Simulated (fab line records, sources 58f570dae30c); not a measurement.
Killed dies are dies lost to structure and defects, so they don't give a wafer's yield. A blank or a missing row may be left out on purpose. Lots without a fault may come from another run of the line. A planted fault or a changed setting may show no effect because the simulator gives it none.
Which tool did it? | flow berkeley_cmos170 | 14 lots, 42 wafers sampled, at 5 steps of a route of 331

WHAT THE GAUGES READ, wafer by wafer
UCB170_GATE_CD_MEAS_12: target cd 350 nm.
lot  | measured     | on        | cd_nm (nm)
L533 | day 7 01:05  | cd_sem-01 | 349.7 350.7 350.4
L534 | day 7 01:14  | cd_sem-02 | 350.1 351.4 348.9
L537 | day 7 11:39  | cd_sem-02 | 351.1 350.8 351.9
L541 | day 7 17:37  | cd_sem-01 | 346.8 347.2 349.2
L538 | day 7 17:49  | cd_sem-02 | 350.8 350.4 349.8
L539 | day 7 18:04  | cd_sem-02 | 352.1 352.0 352.3
L542 | day 8 10:41  | cd_sem-01 | 349.3 350.9 350.4
L543 | day 8 10:59  | cd_sem-02 | 348.6 347.8 347.9
L544 | day 8 19:53  | cd_sem-01 | 348.6 349.7 350.8
L547 | day 9 13:49  | cd_sem-01 | 349.1 351.0 349.4
L552 | day 10 17:32 | cd_sem-01 | 349.0 349.7 350.8
L554 | day 10 17:58 | cd_sem-02 | 348.3 349.2 349.1
L555 | day 10 18:02 | cd_sem-01 | 349.6 349.5 350.1
L556 | day 11 01:33 | cd_sem-02 | 349.1 348.8 349.5

UCB170_SDANNEAL_RS_MEAS_05: measures by four-point-probe.
lot  | measured     | on            | NLDD_RS (ohm/sq)
L533 | day 7 16:58  | film_metro-04 | 614.7 615.6 615.1
L534 | day 7 17:29  | film_metro-04 | 617.9 617.0 617.2
L537 | day 8 01:10  | film_metro-04 | 615.4 616.5 617.4
L541 | day 8 05:41  | film_metro-02 | 617.7 616.2 615.1
L538 | day 8 06:04  | film_metro-04 | 614.7 615.4 616.3
L539 | day 8 06:10  | film_metro-03 | 616.9 619.3 618.5
L542 | day 9 08:16  | film_metro-04 | 615.6 615.5 615.6
L543 | day 9 07:52  | film_metro-03 | 617.1 617.5 617.7
L544 | day 9 12:26  | film_metro-04 | 615.9 615.7 616.9
L547 | day 10 08:02 | film_metro-02 | 625.9 625.9 627.5 626.7 626.6 626.4
L552 | day 11 11:07 | film_metro-04 | 626.5 626.7 627.4 626.1 625.8 627.1
L554 | day 11 11:38 | film_metro-04 | 613.8 612.8 613.9
L555 | day 11 10:01 | film_metro-02 | 616.3 616.7 615.9
L556 | day 11 19:26 | film_metro-04 | 618.3 617.4 618.5

WHICH TOOL RAN EACH LOT (tool, then ch and the chambers of the sampled wafers, then the start)
lot  | UCB170_PLDD_STRIP_10                 | UCB170_NLDD_IMPLANT_09          | UCB170_SPACER_ETCHBACK_03
L533 | plasma_asher-03 ch 0,1, day 7 03:18  | implanter-04 ch 0, day 7 06:09  | rie_diel-01 ch 0,1, day 7 09:11
L534 | plasma_asher-04 ch 0,1, day 7 03:33  | implanter-03 ch 0, day 7 06:19  | rie_diel-02 ch 0,2,3, day 7 09:16
L537 | plasma_asher-04 ch 0,1, day 7 13:56  | implanter-01 ch 0, day 7 16:46  | rie_diel-03 ch 1,2,3, day 7 20:55
L541 | plasma_asher-03 ch 0,1, day 7 19:40  | implanter-03 ch 0, day 7 21:29  | rie_diel-01 ch 0,1,2, day 8 01:00
L538 | plasma_asher-04 ch 0,1, day 7 19:56  | implanter-01 ch 0, day 7 21:43  | rie_diel-02 ch 0,1,3, day 8 01:00
L539 | plasma_asher-02 ch 0,1, day 7 20:10  | implanter-04 ch 0, day 7 22:01  | rie_diel-03 ch 0,2, day 8 01:00
L542 | plasma_asher-03 ch 0,1, day 8 13:43  | implanter-01 ch 0, day 8 19:11  | rie_diel-01 ch 1,2, day 8 23:55
L543 | plasma_asher-02 ch 0,1, day 8 13:57  | implanter-03 ch 0, day 8 19:10  | rie_diel-02 ch 0,2, day 8 23:55
L544 | plasma_asher-02 ch 0,1, day 8 22:49  | implanter-03 ch 0, day 9 02:41  | rie_diel-03 ch 1,2, day 9 07:50
L547 | plasma_asher-03 ch 0,1, day 9 16:10  | implanter-04 ch 0, day 9 17:56  | rie_diel-02 ch 0,2,3, day 10 00:50
L552 | plasma_asher-02 ch 0,1, day 10 19:38 | implanter-04 ch 0, day 10 21:22 | rie_diel-02 ch 0,2,3, day 11 03:31
L554 | plasma_asher-03 ch 0,1, day 10 20:34 | implanter-01 ch 0, day 10 22:53 | rie_diel-03 ch 0,3, day 11 03:35
L555 | plasma_asher-02 ch 0,1, day 10 20:47 | implanter-03 ch 0, day 10 22:32 | rie_diel-01 ch 0,1,3, day 11 03:31
L556 | plasma_asher-02 ch 0,1, day 11 06:26 | implanter-01 ch 0, day 11 08:16 | rie_diel-03 ch 1,2,3, day 11 12:07
- UCB170_PLDD_STRIP_10: strips in O2.
- UCB170_NLDD_IMPLANT_09
- UCB170_SPACER_ETCHBACK_03: etches SiO2 in CHF3/CF4/Ar, stops on Si, target depth 376 nm, time 100 s.

WHAT THE TOOLS THEMSELVES READ (means of the sampled wafers that have a number; where no wafer has one, the mark that the record gives instead)
UCB170_PLDD_STRIP_10.
lot  | tool            | chamber_pressure_mTorr (mTorr) | drypump_motor_current_A (A) | oes_product_au (a.u.) | strip_time_to_endpoint_s (s)
L533 | plasma_asher-03 | 3499                           | 4.9                         | 0.735                 | 21.64
L534 | plasma_asher-04 | 3500                           | 6.1                         | 0.735                 | 21.59
L537 | plasma_asher-04 | 3502                           | 6.1                         | 0.733                 | 21.62
L541 | plasma_asher-03 | 3499                           | 4.9                         | 0.731                 | 21.66
L538 | plasma_asher-04 | 3501                           | 6.1                         | 0.733                 | 21.65
L539 | plasma_asher-02 | 3502                           | 5.9                         | 0.731                 | 21.68
L542 | plasma_asher-03 | 3500                           | 4.9                         | 0.736                 | 21.69
L543 | plasma_asher-02 | 3498                           | 5.9                         | 0.734                 | 21.54
L544 | plasma_asher-02 | 3502                           | 5.9                         | 0.738                 | 21.60
L547 | plasma_asher-03 | 3501                           | 4.9                         | 0.735                 | 21.63
L552 | plasma_asher-02 | 3502                           | 5.9                         | 0.739                 | 21.67
L554 | plasma_asher-03 | 3500                           | 4.9                         | 0.732                 | 21.62
L555 | plasma_asher-02 | 3501                           | 5.9                         | 0.730                 | 21.64
L556 | plasma_asher-02 | 3502                           | 5.9                         | 0.735                 | 21.58

UCB170_NLDD_IMPLANT_09.
lot  | tool         | dose_ions_cm2 | faraday_current_uA
L533 | implanter-04 | 5e+13         | 155.9
L534 | implanter-03 | 5e+13         | 159.4
L537 | implanter-01 | 5e+13         | 159.9
L541 | implanter-03 | 5e+13         | 158.5
L538 | implanter-01 | 5e+13         | 157.6
L539 | implanter-04 | 5e+13         | 160.8
L542 | implanter-01 | 5e+13         | 159.9
L543 | implanter-03 | 5e+13         | 159.7
L544 | implanter-03 | 5e+13         | 161.0
L547 | implanter-04 | 5e+13         | 150.7
L552 | implanter-04 | 5e+13         | 146.0
L554 | implanter-01 | 5e+13         | 159.9
L555 | implanter-03 | 5e+13         | 158.2
L556 | implanter-01 | 5e+13         | 158.7

UCB170_SPACER_ETCHBACK_03.
lot  | tool        | chamber_pressure_mTorr (mTorr) | drypump_motor_current_A (A) | oes_product_au (a.u.) | throttle_valve_pct (%)
L533 | rie_diel-01 | 199.97                         | 5.6                         | 0.895                 | 6.37
L534 | rie_diel-02 | 200.05                         | 5.0                         | 0.891                 | 6.49
L537 | rie_diel-03 | 200.14                         | 5.7                         | 0.891                 | 6.43
L541 | rie_diel-01 | 200.02                         | 5.7                         | 0.908                 | 6.40
L538 | rie_diel-02 | 199.98                         | 4.9                         | 0.897                 | 6.42
L539 | rie_diel-03 | 199.91                         | 5.6                         | 0.905                 | 6.61
L542 | rie_diel-01 | 200.04                         | 5.7                         | 0.902                 | 6.40
L543 | rie_diel-02 | 199.92                         | 5.0                         | 0.912                 | 6.53
L544 | rie_diel-03 | 199.89                         | 5.6                         | 0.904                 | 6.42
L547 | rie_diel-02 | 199.90                         | 4.9                         | 0.892                 | 6.49
L552 | rie_diel-02 | 199.96                         | 4.9                         | 0.889                 | 6.50
L554 | rie_diel-03 | 200.06                         | 5.7                         | 0.914                 | 6.64
L555 | rie_diel-01 | 200.01                         | 5.9                         | 0.898                 | 6.41
L556 | rie_diel-03 | 199.78                         | 5.7                         | 0.905                 | 6.44

THE ANSWER, worked out from the rows above alone
Rule: what is usual is taken from the lots themselves. Put in order of their means at a reading, lots are off if they are a third of the lots or fewer, leave a main group of 4 or more, and stand apart from it by a gap of 3 or more times the standard deviation of the main group's means; of several such gaps the widest counts. A main group whose means are all the same, to the digits that the tables above print for the reading, isn't used. A lot without any number at a reading at which 4 lots or more have one is off too. The other lots that the step has rows for count as sound. The gauges are gone through in route order, then the tools' own readings, and for those a lot's mean is taken as printed above. The first step at which some lot is off is used, and at that step the reading that is off furthest; a lot without a number counts as furthest.
Off: L547, L552, at UCB170_SDANNEAL_RS_MEAS_05 (NLDD_RS). The main group: mean 616.3 ohm/sq, standard deviation 1.3.
A tool fits if, at a process step before that reading, it ran every lot that is off, and no sound lot after the first of them. The gauges at UCB170_SDANNEAL_RS_MEAS_05 aren't tried: what is off there is off at UCB170_NLDD_IMPLANT_09 too, on other tools, and a gauge's error can't cause that. Can't be told from this: 2 tools fit, implanter-04 at UCB170_NLDD_IMPLANT_09, rie_diel-02 at UCB170_SPACER_ETCHBACK_03.

WHAT THE SIMULATOR HAD PUT IN
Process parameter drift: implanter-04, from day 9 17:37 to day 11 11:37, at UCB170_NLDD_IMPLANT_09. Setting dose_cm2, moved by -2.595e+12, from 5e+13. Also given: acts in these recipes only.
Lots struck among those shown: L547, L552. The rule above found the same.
